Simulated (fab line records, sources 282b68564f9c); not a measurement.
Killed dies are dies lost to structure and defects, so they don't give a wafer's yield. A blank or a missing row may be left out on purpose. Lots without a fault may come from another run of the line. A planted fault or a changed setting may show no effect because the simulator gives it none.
Split-lot experiment | flow rit_cmos | 5 lots, 23 wafers read, on a route of 202 steps

THE SPLIT
At RIT_SPACER_CVD_03 (deposits Si3N4 from SiH2Cl2/NH3, target thk 250 nm, time 3300 s), the setting nh3_flow_sccm was moved away from the recipe's 150 sccm on 20 of the 23 wafers read, by -14.2% to +14.5%. The other wafers ran this setting at the recipe's value.

FROM THE SPLIT TO THE READING: what the file shows between them, 8 steps
- RIT_NSD_COAT_01: resist thk 1000 nm (also split here: resist_thk_nm)
- RIT_NSD_SOFTBAKE_02: time 60 s
- RIT_NSD_EXPOSE_03: exposes mask M9, target cd 40700 nm
- RIT_NSD_DEVELOP_05: develop time 50 s
- RIT_NSD_HARDBAKE_07: time 60 s
- RIT_NSD_IMPLANT_08 (also split here: energy_kev)
- RIT_NSD_STRIP_09: strips in O2, time 180 s
- RIT_NSD_TW_MEAS_10

THE READING
Si3N4_of_SPACER_CVD_03.thk_nm (the simulator's own value, which no gauge read), in nm, at RIT_SDANNEAL_CLEAN_00 (cleans in SC1, time 600 s). The file gives no usual value for it. The 3 wafers here that ran the recipe average 199.0 nm, standard deviation 0.29 nm.

wafer  | tool, chamber at the split | nh3_flow_sccm as run, sccm | against the recipe | Si3N4_of_SPACER_CVD_03.thk_nm, nm | against lot-mates on the recipe
L074.1 | -, -                       | 161.8                      | +7.9%              | 212.8                             | no lot-mate on the recipe
L074.3 | -, -                       | 161.8                      | +7.9%              | 215.3                             | no lot-mate on the recipe
L074.4 | -, -                       | 161.8                      | +7.9%              | 213.3                             | no lot-mate on the recipe
L074.5 | -, -                       | 161.8                      | +7.9%              | 212.1                             | no lot-mate on the recipe
L074.6 | -, -                       | 161.8                      | +7.9%              | 213.6                             | no lot-mate on the recipe
L076.1 | -, -                       | 128.7                      | -14.2%             | 176.4                             | no lot-mate on the recipe
L076.2 | -, -                       | 128.7                      | -14.2%             | 176                               | no lot-mate on the recipe
L076.4 | -, -                       | 128.7                      | -14.2%             | 178                               | no lot-mate on the recipe
L076.5 | -, -                       | 128.7                      | -14.2%             | 179.1                             | no lot-mate on the recipe
L076.6 | -, -                       | 128.7                      | -14.2%             | 177.2                             | no lot-mate on the recipe
L077.1 | -, -                       | 171.7                      | +14.5%             | 219.7                             | no lot-mate on the recipe
L077.3 | -, -                       | 171.7                      | +14.5%             | 218.6                             | no lot-mate on the recipe
L077.4 | -, -                       | 171.7                      | +14.5%             | 218.8                             | no lot-mate on the recipe
L077.5 | -, -                       | 171.7                      | +14.5%             | 217.9                             | no lot-mate on the recipe
L077.6 | -, -                       | 171.7                      | +14.5%             | 218.4                             | no lot-mate on the recipe
L078.1 | lpcvd-01, 0                | 150                        | recipe             | 198.7                             | -
L078.3 | lpcvd-01, 0                | 150                        | recipe             | 199                               | -
L078.6 | lpcvd-01, 0                | 150                        | recipe             | 199.4                             | -
L079.1 | -, -                       | 165.5                      | +10.3%             | 215.3                             | no lot-mate on the recipe
L079.2 | -, -                       | 165.5                      | +10.3%             | 213                               | no lot-mate on the recipe
L079.3 | -, -                       | 165.5                      | +10.3%             | 213.5                             | no lot-mate on the recipe
L079.4 | -, -                       | 165.5                      | +10.3%             | 213.9                             | no lot-mate on the recipe
L079.5 | -, -                       | 165.5                      | +10.3%             | 212.9                             | no lot-mate on the recipe

THE FIT
A straight line over all 23 wafers: Si3N4_of_SPACER_CVD_03.thk_nm changes by +1.48 nm for each +1% of nh3_flow_sccm; r = +0.99; the points scatter about the line by 1.9 nm.
Too few moved wafers have a lot-mate on the recipe to fit a line with each lot's own level taken away.

THE FILE'S OWN FIT
Si3N4_of_SPACER_CVD_03.thk_nm changes by +1.48 nm for each +1% of nh3_flow_sccm, r = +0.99.
